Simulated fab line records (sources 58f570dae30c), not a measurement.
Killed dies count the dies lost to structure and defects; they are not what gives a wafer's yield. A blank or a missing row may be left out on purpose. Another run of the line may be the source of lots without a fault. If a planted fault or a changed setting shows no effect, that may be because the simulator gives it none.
Tool commonality check + flow berkeley_cmos170 + 14 lots, 42 wafers sampled

REASON FOR OPENING
Of 14 lots, 2 have the reading M3_AL_RS flagged at UCB170_M3_RS_MEAS_02. No-fault wafers: 0.0322 ohm/sq, standard deviation 0.00033.
Rule: a lot gets a flag if all its wafers with a number sit over 4 standard deviations from that mean, or if no wafer of it has a number. As for the other lots, they are considered sound.

| lot  | measured     | on            | M3_AL_RS (ohm/sq), wafer by wafer | flag    |
|------|--------------|---------------|-----------------------------------|---------|
| L704 | day 8 14:24  | film_metro-03 | 0.0323 0.0320 0.0318              |         |
| L705 | day 8 20:56  | film_metro-01 | 0.0319 0.0315 0.0317              |         |
| L706 | day 8 21:33  | film_metro-02 | 0.0323 0.0316 0.0319              |         |
| L708 | day 9 21:07  | film_metro-01 | 0.0322 0.0325 0.0322              |         |
| L709 | day 9 23:44  | film_metro-01 | 0.0318 0.0320 0.0317              |         |
| L712 | day 10 07:28 | film_metro-02 | 0.0322 0.0323 0.0323              |         |
| L716 | day 11 11:10 | film_metro-01 | 0.0323 0.0325 0.0325              |         |
| L718 | day 11 15:02 | film_metro-03 | 0.0301 0.0299 0.0298              | FLAGGED |
| L717 | day 11 16:46 | film_metro-03 | 0.0301 0.0302 0.0301              | FLAGGED |
| L722 | day 12 10:29 | film_metro-03 | 0.0318 0.0319 0.0321              |         |
| L723 | day 12 19:28 | film_metro-03 | 0.0319 0.0321 0.0319              |         |
| L721 | day 12 22:59 | film_metro-02 | 0.0320 0.0323 0.0321              |         |
| L724 | day 12 23:07 | film_metro-01 | 0.0328 0.0328 0.0327              |         |
| L725 | day 14 01:19 | film_metro-02 | 0.0322 0.0327 0.0328              |         |
Average over the flagged lots: 0.0300 ohm/sq; offset from the usual -0.0022 ohm/sq, equal to -7 standard deviations.

TOOL THAT RAN EACH LOT
The record holds 1 process step before the reading, out of a route of 331 steps. Each cell gives the tool, then ch followed by the chambers the sampled wafers passed through, then the start.
| lot  | flag    | UCB170_M3_SPUTTER_01         |
|------|---------|------------------------------|
| L704 |         | pvd_sputter-04, day 8 14:19  |
| L705 |         | pvd_sputter-03, day 8 20:52  |
| L706 |         | pvd_sputter-02, day 8 21:26  |
| L708 |         | pvd_sputter-03, day 9 20:59  |
| L709 |         | pvd_sputter-02, day 9 23:35  |
| L712 |         | pvd_sputter-04, day 10 07:22 |
| L716 |         | pvd_sputter-04, day 11 11:04 |
| L718 | FLAGGED | pvd_sputter-02, day 11 14:57 |
| L717 | FLAGGED | pvd_sputter-02, day 11 16:38 |
| L722 |         | pvd_sputter-03, day 12 10:23 |
| L723 |         | pvd_sputter-04, day 12 19:23 |
| L721 |         | pvd_sputter-04, day 12 22:55 |
| L724 |         | pvd_sputter-03, day 12 22:59 |
| L725 |         | pvd_sputter-03, day 14 01:14 |
These steps, and what they do:
- UCB170_M3_SPUTTER_01: material Al, target thk 900 nm, time 120 s.
- UCB170_M3_RS_MEAS_02: measures by four-point-probe.

FLAGGED OVER TOTAL, TOOL BY TOOL (the gauges that took the reading come last)
| step                 | tool           | lots run | flagged | share of the flagged lots | sound lots run after its first flagged lot |
|----------------------|----------------|----------|---------|---------------------------|--------------------------------------------|
| UCB170_M3_SPUTTER_01 | pvd_sputter-02 | 4        | 2       | all                       | 0                                          |
| UCB170_M3_SPUTTER_01 | pvd_sputter-03 | 5        | 0       | none                      | -                                          |
| UCB170_M3_SPUTTER_01 | pvd_sputter-04 | 5        | 0       | none                      | -                                          |
| UCB170_M3_RS_MEAS_02 | film_metro-01  | 5        | 0       | none                      | -                                          |
| UCB170_M3_RS_MEAS_02 | film_metro-02  | 4        | 0       | none                      | -                                          |
| UCB170_M3_RS_MEAS_02 | film_metro-03  | 5        | 2       | all                       | 2 (L722,L723)                              |

WHAT THE TABLE PERMITS
Table rows that saw every flagged lot: 2, namely pvd_sputter-02 at UCB170_M3_SPUTTER_01 and film_metro-03 at UCB170_M3_RS_MEAS_02.
- pvd_sputter-02 at UCB170_M3_SPUTTER_01 ran 4 lots, 2 of them flagged. Last sound lot L709 at day 9 23:35, first flagged lot L718 at day 11 14:57; a fault beginning in between fits.
- film_metro-03 at UCB170_M3_RS_MEAS_02 ran 5 lots, 2 of them flagged. Sound lots followed the first flagged one (L722, L723) on it, something a lasting fault affecting the whole tool could not allow.
Just one tool remains: pvd_sputter-02 at UCB170_M3_SPUTTER_01.

WHAT WAS PUT IN BY THE SIMULATOR
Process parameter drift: pvd_sputter-02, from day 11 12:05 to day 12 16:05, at UCB170_M3_SPUTTER_01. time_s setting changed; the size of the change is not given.
Struck lots among those shown: L718, L717. This agrees with what the rule above found.
